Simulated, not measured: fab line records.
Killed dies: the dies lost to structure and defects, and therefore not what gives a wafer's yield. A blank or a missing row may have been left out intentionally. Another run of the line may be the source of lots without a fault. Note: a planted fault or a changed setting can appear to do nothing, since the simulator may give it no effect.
Check of tool commonality ; flow berkeley-cmos170 ; 15 lots, 45 wafers sampled

== WHAT PROMPTED THE OPENING ==
UCB170_SCREENOX_THK_MEAS_02, reading SCREENOX_OXIDE_THK: flagged on 3 of 15 lots. Fault-free wafers read 14.36 nm, with a standard deviation of 0.2.
Rule: flag the lot when none of its wafers has a number, or when each of its wafers that has one lies beyond 4 standard deviations from that mean. The other lots count as sound.

lot;measured;on;SCREENOX_OXIDE_THK (nm), wafer by wafer;flag
L271;day 5 10:51;film-metro-03;14.45 14.37 14.57;
L275;day 6 08:34;film-metro-03;14.58 14.35 14.56;
L278;day 6 21:36;film-metro-03;14.19 14.43 14.04;
L277;day 7 02:47;film-metro-01;22.77 22.95 22.89;FLAGGED
L280;day 7 08:49;film-metro-01;14.63 14.74 14.52;
L279;day 7 08:50;film-metro-03;14.42 14.34 14.43;
L281;day 7 20:58;film-metro-01;22.26 22.33 22.58;FLAGGED
L288;day 8 13:15;film-metro-03;14.47 14.32 14.51;
L285;day 8 15:26;film-metro-02;22.50 21.95 22.46;FLAGGED
L289;day 8 23:16;film-metro-03;14.47 14.72 14.56;
L290;day 9 12:01;film-metro-03;14.28 14.36 14.44;
L291;day 9 12:01;film-metro-02;14.15 14.47 14.17;
L292;day 9 19:45;film-metro-01;13.94 13.92 13.85;
L293;day 10 00:05;film-metro-03;14.61 14.81 14.37;
L294;day 10 00:05;film-metro-01;14.38 14.19 14.19;
On average the flagged lots' numbers are 22.52 nm, which is +8.16 nm against the usual, or +41 standard deviations.

== EACH LOT AND THE TOOL IT RAN ON ==
The record holds 1 process step before the reading, out of a route of 331 steps. Every cell lists first the tool, next ch and the chambers used by the sampled wafers, and last the start.
lot;flag;UCB170_SCREENOX_OXIDATION_01
L271;;furnace-03 ch 0, day 5 09:10
L275;;furnace-03 ch 0, day 6 06:52
L278;;furnace-04 ch 0, day 6 19:56
L277;FLAGGED;furnace-04 ch 0, day 6 19:56
L280;;furnace-03 ch 0, day 7 07:10
L279;;furnace-03 ch 0, day 7 07:10
L281;FLAGGED;furnace-04 ch 0, day 7 16:48 and furnace-02 ch 0, day 7 19:17
L288;;furnace-02 ch 0, day 8 11:35
L285;FLAGGED;furnace-02 ch 0, day 8 11:35 and furnace-04 ch 0, day 8 13:44
L289;;furnace-02 ch 0, day 8 21:35
L290;;furnace-03 ch 0, day 9 10:19
L291;;furnace-03 ch 0, day 9 10:19
L292;;furnace-03 ch 0, day 9 18:04
L293;;furnace-03 ch 0, day 9 22:25
L294;;furnace-03 ch 0, day 9 22:25
These steps, and what they do:
- UCB170_SCREENOX_OXIDATION_01: target thk 14.4 nm, ox time 2400 s.
- UCB170_SCREENOX_THK_MEAS_02

== FLAGGED OVER TOTAL, TOOL BY TOOL (the gauges that took the reading come last) ==
step;tool;lots run;flagged;share of the flagged lots;sound lots run after its first flagged lot
UCB170_SCREENOX_OXIDATION_01;furnace-02;4;2;some;2 (L288,L289)
UCB170_SCREENOX_OXIDATION_01;furnace-03;9;0;none;-
UCB170_SCREENOX_OXIDATION_01;furnace-04;4;3;all;0
UCB170_SCREENOX_THK_MEAS_02;film-metro-01;5;2;some;3 (L280,L292,L294)
UCB170_SCREENOX_THK_MEAS_02;film-metro-02;2;1;some;1 (L291)
UCB170_SCREENOX_THK_MEAS_02;film-metro-03;8;0;none;-

== WHAT THE TABLE ALLOWS ==
All flagged lots share 1 row of the table, namely furnace-04 at UCB170_SCREENOX_OXIDATION_01.
- furnace-04 at UCB170_SCREENOX_OXIDATION_01: 3 of its 4 lots flagged. Last sound lot L278 at day 6 19:56, first flagged lot L277 at day 6 19:56; a fault beginning in between fits.
One tool is left: furnace-04 at UCB170_SCREENOX_OXIDATION_01.

== WHAT THE SIMULATOR HAD PUT IN ==
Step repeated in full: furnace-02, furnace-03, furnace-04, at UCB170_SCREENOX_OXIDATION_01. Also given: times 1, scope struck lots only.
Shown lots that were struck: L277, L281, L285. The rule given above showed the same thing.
